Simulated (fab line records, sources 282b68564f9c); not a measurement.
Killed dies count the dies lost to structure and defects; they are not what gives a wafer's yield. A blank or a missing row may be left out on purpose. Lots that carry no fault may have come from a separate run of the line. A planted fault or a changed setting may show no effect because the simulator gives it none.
Check for tools in common	flow ritCmos	13 lots, 39 wafers sampled

== REASON FOR OPENING ==
At RIT_CONTACT_CD_MEAS_08 the reading cdNm is flagged on 1 of 13 lots. Fault-free wafers read 999.4 nm, with a standard deviation of 2.1.
Rule: a lot is flagged when every wafer of it that has a number lies more than 4 standard deviations from that mean, or none has a number. The rest of the lots are taken to be sound.

lot	measured	on	cdNm (nm), wafer by wafer	flag
L279	day 3 16:10	cdSem-01	999.4 999.1 999.4	
L281	day 4 04:16	cdSem-01	999.7 998.1 1000.2	
L282	day 4 07:14	cdSem-02	1000.7 1001.9 1001.1	
L285	day 4 18:32	cdSem-01	1149.6 1146.9 1147.4	FLAGGED
L288	day 5 12:19	cdSem-02	999.2 998.2 1001.2	
L289	day 5 13:37	cdSem-02	998.6 998.2 997.7	
L293	day 6 10:31	cdSem-02	997.7 997.7 999.2	
L294	day 6 15:43	cdSem-02	1000.0 1001.7 1001.2	
L297	day 7 09:37	cdSem-02	1000.3 999.4 998.6	
L298	day 7 11:56	cdSem-02	996.2 998.6 997.5	
L300	day 7 20:38	cdSem-02	1002.9 1001.8 1001.1	
L301	day 8 01:33	cdSem-01	1000.1 996.6 999.0	
L302	day 8 08:00	cdSem-02	1001.6 1001.3 1001.4	
On average the flagged lots' numbers are 1148.0 nm, which is +148.6 nm against the usual, or +71 standard deviations.

== EACH LOT AND THE TOOL IT RAN ON ==
The record keeps 1 process step preceding the reading, out of 202 steps on the route. Cell contents, in order: the tool; ch with the chambers the sampled wafers went through; the start.
lot	flag	RIT_CONTACT_EXPOSE_05
L279		ilineStepper-01 ch 0, day 3 15:40
L281		ilineStepper-02 ch 0, day 4 03:41
L282		ilineStepper-02 ch 0, day 4 06:37
L285	FLAGGED	ilineStepper-02 ch 0, day 4 18:01
L288		ilineStepper-02 ch 0, day 5 11:48
L289		ilineStepper-01 ch 0, day 5 13:05
L293		ilineStepper-01 ch 0, day 6 09:59
L294		ilineStepper-01 ch 0, day 6 15:12
L297		ilineStepper-02 ch 0, day 7 09:05
L298		ilineStepper-01 ch 0, day 7 11:25
L300		ilineStepper-02 ch 0, day 7 20:07
L301		ilineStepper-02 ch 0, day 8 01:02
L302		ilineStepper-02 ch 0, day 8 07:29
What the steps here do:
- RIT_CONTACT_EXPOSE_05: exposes mask M11, target cd 1000 nm.
- RIT_CONTACT_CD_MEAS_08: target cd 1000 nm.

== FLAGGED OVER TOTAL, TOOL BY TOOL (the gauges that took the reading come last) ==
step	tool	lots run	flagged	share of the flagged lots	sound lots run after its first flagged lot
RIT_CONTACT_EXPOSE_05	ilineStepper-01	5	0	none	-
RIT_CONTACT_EXPOSE_05	ilineStepper-02	8	1	all	5 (L288,L297,L300,L301,L302)
RIT_CONTACT_CD_MEAS_08	cdSem-01	4	1	all	1 (L301)
RIT_CONTACT_CD_MEAS_08	cdSem-02	9	0	none	-

== WHAT THE TABLE ALLOWS ==
Every flagged lot went through 2 rows of the table: ilineStepper-02 at RIT_CONTACT_EXPOSE_05 and cdSem-01 at RIT_CONTACT_CD_MEAS_08.
- ilineStepper-02 at RIT_CONTACT_EXPOSE_05: 1 of its 8 lots flagged. Lots that were sound ran on it after the first flagged one (L288, L297, L300, L301, L302); a persistent fault on the entire tool would not allow that.
- cdSem-01 at RIT_CONTACT_CD_MEAS_08: 1 of its 4 lots flagged. Lots that were sound ran on it after the first flagged one (L301); a persistent fault on the entire tool would not allow that.
No row of the table ran every flagged lot and no sound lot after the first.

== WHAT HAD BEEN PUT IN BY THE SIMULATOR ==
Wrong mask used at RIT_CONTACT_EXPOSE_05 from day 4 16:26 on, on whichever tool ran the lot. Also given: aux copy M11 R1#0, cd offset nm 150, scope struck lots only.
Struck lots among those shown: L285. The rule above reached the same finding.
